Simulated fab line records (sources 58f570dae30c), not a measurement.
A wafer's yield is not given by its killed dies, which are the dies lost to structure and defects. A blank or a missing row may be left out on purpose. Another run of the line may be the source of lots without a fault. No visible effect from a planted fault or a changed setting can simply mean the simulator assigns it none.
fab line records    flow berkeley-cmos170
record lots=13  wafers=39  last-day=13
route steps=331 shown NVT@107
lots that met no fault: from a run of the same line without faults
start-h: the number of hours between the record's first day and the start of the first shown wafer of the lot    wait-h: hours from the lot's prior step to this one    " identical to the entry in the row above    L1.1+2: a single row standing in for several wafers    - no value, or no start was given    * or withheld: withheld    < > ~ a bound
route shown NAME@n: a module of which the file shows steps, and the number in the route of the first    usual: mean and standard deviation over wafers with no fault    same: alike in all rows    chamber/n: place in a boat    sites: per-site readings    _std_site: the standard deviation of these    _edge_site: outer sites' mean less inner sites'    radius-mm: for every site, how far away it sits from the centre of the wafer    mask NAME#n: copy n    behind: the most recent tool/chamber to have shaped the wafer    hold: the reason the lot was held/the length of the hold in hours/how it ended    device: the transistor (n, p or np) that didn't switch    end of line: at the end of the route, the tests of the same wafers    a step with no rows: only its recipe    killed: at the first sort, the dies lost to defects and structure; wafer yield is something else    map: a wafer's dies, marking killed ones x, the rest . and places with no die _
set.NAME: the run value of the setting; set.NAME@STEP: its run value at that earlier step    model.NAME: the simulator's own value behind a step, which no gauge read
steps of the route over a sample of lots; a table a step, a row a wafer
services: from which hour (start-h, from the record's first day; less than 0 if before it) a tool's chamber was out of use, for how many hours, and why
## steps
# step UCB170_NVT_EXPOSE_03
# recipe mask-id=PWELL  target-cd-nm=3000  na=0.5  sigma-outer=0.6  source-shape=conventional  dose-mj=30
# usual exposure-dose-mJ-cm2=29.999/0.029
# same na=0.5  sigma-outer=0.6
lot.wafer  tool            chamber  start-h  wait-h  mask      exposure-dose-mJ-cm2
L711.1     krf-scanner-02  0        133.59   0.2     PWELL#0   30.005
L711.2     "               0        "        "       PWELL#0   29.995
L711.5     "               0        "        "       PWELL#0   30.008
L712.1     krf-scanner-02  0        149.89   0.2     PWELL#0   30.043
L712.2     "               0        "        "       PWELL#0   30.001
L712.4     "               0        "        "       PWELL#0   30.012
L713.1     krf-scanner-01  0        150.13   0.5     PWELL#0   30.005
L713.2     "               0        "        "       PWELL#0   29.970
L713.4     "               0        "        "       PWELL#0   30.043
L715.1     krf-scanner-01  0        161.92   0.1     PWELL#0   29.993
L715.4     "               0        "        "       PWELL#0   29.981
L715.6     "               0        "        "       PWELL#0   29.971
L718.1     krf-scanner-02  0        170.39   0.2     PFIELD#0  29.983
L718.2     "               0        "        "       PFIELD#0  29.963
L718.5     "               0        "        "       PFIELD#0  30.005
L717.2     krf-scanner-01  0        170.65   0.5     PWELL#0   29.930
L717.4     "               0        "        "       PWELL#0   29.913
L717.6     "               0        "        "       PWELL#0   29.967
L725.3     krf-scanner-02  0        215.99   0.1     PWELL#0   29.995
L725.4     "               0        "        "       PWELL#0   29.996
L725.6     "               0        "        "       PWELL#0   30.017
L726.1     krf-scanner-02  0        224.06   -       PWELL#0   30.018
L726.4     "               0        "        "       PWELL#0   29.979
L726.6     "               0        "        "       PWELL#0   30.019
L728.1     krf-scanner-01  0        224.30   0.4     PWELL#0   29.976
L728.3     "               0        "        "       PWELL#0   30.033
L728.5     "               0        "        "       PWELL#0   29.980
L729.1     krf-scanner-02  0        224.54   0.3     PWELL#0   30.034
L729.2     "               0        "        "       PWELL#0   30.023
L729.5     "               0        "        "       PWELL#0   30.025
L731.2     krf-scanner-01  0        232.46   0.3     PWELL#0   30.038
L731.3     "               0        "        "       PWELL#0   30.042
L731.5     "               0        "        "       PWELL#0   30.019
L733.1     krf-scanner-02  0        253.28   0.1     PWELL#0   29.990
L733.2     "               0        "        "       PWELL#0   30.028
L733.4     "               0        "        "       PWELL#0   30.015
L732.3     krf-scanner-02  0        253.43   0.2     PWELL#0   29.988
L732.4     "               0        "        "       PWELL#0   30.017
L732.5     "               0        "        "       PWELL#0   29.993
# step UCB170_NVT_OVL_MEAS_06
# usual NVT_OVL=1/5.8
lot.wafer  tool        chamber  start-h  wait-h  NVT_OVL[nm]
L711.1     overlay-02  -        133.98   -       -2
L711.2     "           -        "        "       6
L711.5     "           -        "        "       1
L712.1     overlay-01  -        150.28   -       1
L712.2     "           -        "        "       13
L712.4     "           -        "        "       15
L713.1     overlay-01  -        150.52   -       5
L713.2     "           -        "        "       2
L713.4     "           -        "        "       -6
L715.1     overlay-02  -        162.31   -       -1
L715.4     "           -        "        "       -9
L715.6     "           -        "        "       -5
L718.1     overlay-02  -        170.79   -       -
L718.2     "           -        "        "       -
L718.5     "           -        "        "       -
L717.2     overlay-01  -        171.18   -       0
L717.4     "           -        "        "       -2
L717.6     "           -        "        "       -1
L725.3     overlay-02  -        216.36   -       5
L725.4     "           -        "        "       4
L725.6     "           -        "        "       -1
L726.1     overlay-02  -        225.48   -       -5
L726.4     "           -        "        "       -5
L726.6     "           -        "        "       -5
L728.1     overlay-01  -        225.51   -       -6
L728.3     "           -        "        "       -9
L728.5     "           -        "        "       -7
L729.1     overlay-02  -        225.76   -       15
L729.2     "           -        "        "       16
L729.5     "           -        "        "       14
L731.2     overlay-01  -        232.84   -       1
L731.3     "           -        "        "       4
L731.5     "           -        "        "       11
L733.1     overlay-01  -        254.38   -       3
L733.2     "           -        "        "       3
L733.4     "           -        "        "       5
L732.3     overlay-02  -        254.46   -       -1
L732.4     "           -        "        "       0
L732.5     "           -        "        "       4
# step UCB170_NVT_TW_MEAS_09
# usual NVT_TW=530/3.7
lot.wafer  tool           chamber  start-h  wait-h  hold                      NVT_TW
L711.1     film-metro-01  -        134.27   0.1     -                         531
L711.2     "              -        "        "       -                         529
L711.5     "              -        "        "       -                         525
L712.1     film-metro-01  -        150.57   0.1     -                         531
L712.2     "              -        "        "       -                         533
L712.4     "              -        "        "       -                         529
L713.1     film-metro-04  -        150.81   0.1     -                         528
L713.2     "              -        "        "       -                         526
L713.4     "              -        "        "       -                         531
L715.1     film-metro-04  -        162.60   0.1     -                         529
L715.4     "              -        "        "       -                         530
L715.6     "              -        "        "       -                         532
L718.1     film-metro-04  -        171.07   0.1     await-dispo/0.2h/release  30
L718.2     "              -        "        "       await-dispo/0.2h/release  30
L718.5     "              -        "        "       await-dispo/0.2h/release  30
L718.1     film-metro-04  -        171.30   0.2     -                         30
L718.2     "              -        "        "       -                         30
L718.5     "              -        "        "       -                         30
L717.2     film-metro-02  -        171.47   0.1     -                         528
L717.4     "              -        "        "       -                         527
L717.6     "              -        "        "       -                         527
L725.3     film-metro-01  -        216.65   0.1     -                         535
L725.4     "              -        "        "       -                         534
L725.6     "              -        "        "       -                         532
L726.1     film-metro-01  -        225.77   0.1     -                         534
L726.4     "              -        "        "       -                         535
L726.6     "              -        "        "       -                         534
L728.1     film-metro-02  -        225.79   0.1     -                         531
L728.3     "              -        "        "       -                         533
L728.5     "              -        "        "       -                         529
L729.1     film-metro-01  -        226.04   0.1     -                         536
L729.2     "              -        "        "       -                         533
L729.5     "              -        "        "       -                         533
L731.2     film-metro-01  -        233.13   0.1     -                         535
L731.3     "              -        "        "       -                         535
L731.5     "              -        "        "       -                         533
L733.1     film-metro-01  -        254.66   0.1     -                         535
L733.2     "              -        "        "       -                         534
L733.4     "              -        "        "       -                         534
L732.3     film-metro-02  -        254.76   0.1     -                         534
L732.4     "              -        "        "       -                         532
L732.5     "              -        "        "       -                         532
## services
tool            chamber  start-h  hours  kind
krf-scanner-02  0        114.65   -      calibration
krf-scanner-02  -        128.14   1.3    pm
krf-scanner-01  -        130.60   1.3    pm
krf-scanner-02  -        144.60   2.0    repair
krf-scanner-02  -        158.40   3.6    repair
krf-scanner-01  -        178.11   1.0    pm
krf-scanner-02  -        205.45   1.0    pm
krf-scanner-02  -        216.47   1.1    repair
krf-scanner-02  -        221.58   0.2    repair
krf-scanner-01  0        244.24   -      calibration
krf-scanner-02  -        246.82   0.8    pm
krf-scanner-01  -        251.55   1.0    repair
krf-scanner-01  -        252.71   0.8    pm
## key
first-sign step=UCB170_NVT_EXPOSE_03  reading=mask  direction=changed
effect step=UCB170_NVT_OVL_MEAS_06  reading=NVT_OVL  direction=missing
effect step=UCB170_NVT_TW_MEAS_09  reading=visit  direction=added
effect step=UCB170_NVT_TW_MEAS_09  reading=NVT_TW  direction=down  sigmas=99+  usual=530  struck=30
met-at UCB170_NVT_EXPOSE_03
struck-lots L718
scrapped-behind UCB170_NVT_TW_MEAS_09 L718.1,L718.2,L718.5
onset-between 149.89 170.39
fault kind=wrong-mask  tool=any  chamber=-  onset-h=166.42  steps=UCB170_NVT_EXPOSE_03  aux-copy=PFIELD#0  scope=struck-lots-only
